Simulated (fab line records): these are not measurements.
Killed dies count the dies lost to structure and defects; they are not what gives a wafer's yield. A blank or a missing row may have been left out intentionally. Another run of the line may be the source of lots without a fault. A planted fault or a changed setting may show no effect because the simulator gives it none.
Struck lot and sound lot, side by side    flow rit_cmos    26 out of 202 route steps
Sound: wafers L328.2, L328.4, L328.5. Struck: wafers L332.1, L332.3, L332.4. The cause is given at the end.
Per side, at each step with rows, come the tool, then ch with its chambers, and then its first start. Under that, the readings that differ: sound wafers    struck wafers    difference of the means    sigmas: that difference in standard deviations of wafers without a fault.
alike: readings whose means differ by less than 2 such deviations, and words and numbers that are the same on both sides. not compared: withheld readings, readings that some wafer has no value for, bounds like >300 that may hide the same value, and numbers for which the record gives no deviation and whose values overlap.
A row with sigmas, a row that says differs or no value, or rows on one side alone: a step with any of these is where the two part. Non-overlapping numbers with no deviation appear without sigmas and do not part them. A reading missing from all wafers of one side parts the sides only when that side holds two or more wafers.

first, 1 step without rows for these wafers: RIT_PRETRO_IMPLANT_08.
RIT_PRETRO_STRIP_09: strips in O2, time 180 s.
  sound on plasma_asher-03 ch 0,1, day 5 08:07; struck on plasma_asher-03 ch 0,1, day 6 03:57
  alike: drypump_motor_current_A
  not compared: rf_hours_counter_h
RIT_PRETRO_TW_MEAS_10:
  sound on film_metro-02, day 5 08:19; struck on film_metro-02, day 6 04:07
  alike: PRETRO_TW
then, 5 steps without rows for these wafers: RIT_GATE_WET_ETCH_00 (etches SiO2 in BOE, target depth 56 nm, time 60 s); RIT_GATE_CLEAN_01 (cleans in SC1, time 600 s); RIT_GATE_CLEAN_02 (cleans in dHF, time 30 s); RIT_GATE_CLEAN_03 (cleans in SC2, time 600 s); RIT_GATE_CLEAN_04 (cleans in dHF, time 60 s).
RIT_FOX2_THK_MEAS_91:
  sound on film_metro-02, day 5 08:48; struck on film_metro-02, day 6 04:36
  alike: FIELD_OXIDE_LEFT_2_THK
then, 2 steps without rows for these wafers: RIT_GATE_OXIDATION_05 (target thk 3 nm, ox time 270 s); RIT_GATE_ANNEAL_06 (time 600 s).
RIT_GATE_THK_MEAS_07:
  sound on film_metro-02, day 5 12:11; struck on film_metro-03, day 6 07:56
  alike: GATE_OXIDE_THK
RIT_GATE_CVD_08: deposits poly-Si from SiH4, target thk 250 nm, time 2220 s.
  sound on lpcvd-02 ch 1, day 5 12:14; struck on lpcvd-01 ch 0, day 6 08:00
reading                                   sound            struck             difference  sigmas
model.poly-Si_of_GATE_CVD_08.thk_nm (nm)  253 254.7 255.1  390.8 390.6 391.5  +136.7      
  alike: sih4_flow_sccm
RIT_GATE_THK_MEAS_09:
  sound on film_metro-01, day 5 13:52; struck on film_metro-02, day 6 09:37
reading             sound              struck             difference  sigmas
GATE_POLY_THK (nm)  253.0 254.8 255.2  390.7 390.8 391.4  +136.6      +53
then, 6 steps without rows for these wafers: RIT_GATE_HMDS_10 (prime time 60 s); RIT_GATE_COAT_11 (resist thk 850 nm); RIT_GATE_SOFTBAKE_12 (time 60 s); RIT_GATE_EXPOSE_13 (exposes mask M6, target cd 150 nm); RIT_GATE_PEB_14; RIT_GATE_DEVELOP_15 (develop time 50 s).
RIT_GATE_CD_MEAS_16: target cd 150 nm.
  sound on cd_sem-02, day 5 14:47; struck on cd_sem-02, day 6 10:40
  alike: cd_nm
RIT_GATE_OVL_MEAS_17:
  sound on overlay-02, day 5 14:53; struck on overlay-02, day 6 10:47
  alike: GATE_OVL
then, 1 step without rows for these wafers: RIT_GATE_HARDBAKE_18 (time 60 s).
RIT_GATE_ETCH_19: etches poly-Si in SF6/CHF3/O2, stops on SiO2, time 165 s, target depth 312.5 nm.
  sound on rie_si-01 ch 1,3, day 5 15:04; struck on rie_si-01 ch 0,1,3, day 6 10:58
reading                           sound              struck             difference  sigmas
oes_product_au (a.u.)             0.881 0.862 0.882  0.996 0.985 0.974  +0.110      +8
model.etch.depth_nm (nm)          253 254.7 255.1    299.4 309 306.4    +50.7       
model.GATE.feature_depth_nm (nm)  253 254.7 255.1    299.4 309 306.4    +50.7       
  alike: drypump_motor_current_A, throttle_valve_pct
  not compared: rf_hours_counter_h
RIT_GATE_STRIP_20: strips in O2, time 180 s.
  sound on plasma_asher-01 ch 0,1, day 5 15:11; struck on plasma_asher-04 ch 0,1, day 6 11:04
  alike: drypump_motor_current_A
  not compared: rf_hours_counter_h
RIT_M1_PROBE_99:
  sound on prober-02, day 6 11:50; struck on prober-02, day 7 08:25
reading              sound   struck       difference  sigmas
killed_at_front_end  11 5 6  264 264 264  +257        +80
killed_dies          11 5 6  264 264 264  +257        +80
killed_on_rim        3 1 2   70 70 70     +68         +49
  alike: killed_at_contacts, killed_open, killed_short

WHERE THEY PART
Earliest at RIT_GATE_THK_MEAS_09; latest, in this record, at RIT_M1_PROBE_99.

WHY: what had been put in by the simulator
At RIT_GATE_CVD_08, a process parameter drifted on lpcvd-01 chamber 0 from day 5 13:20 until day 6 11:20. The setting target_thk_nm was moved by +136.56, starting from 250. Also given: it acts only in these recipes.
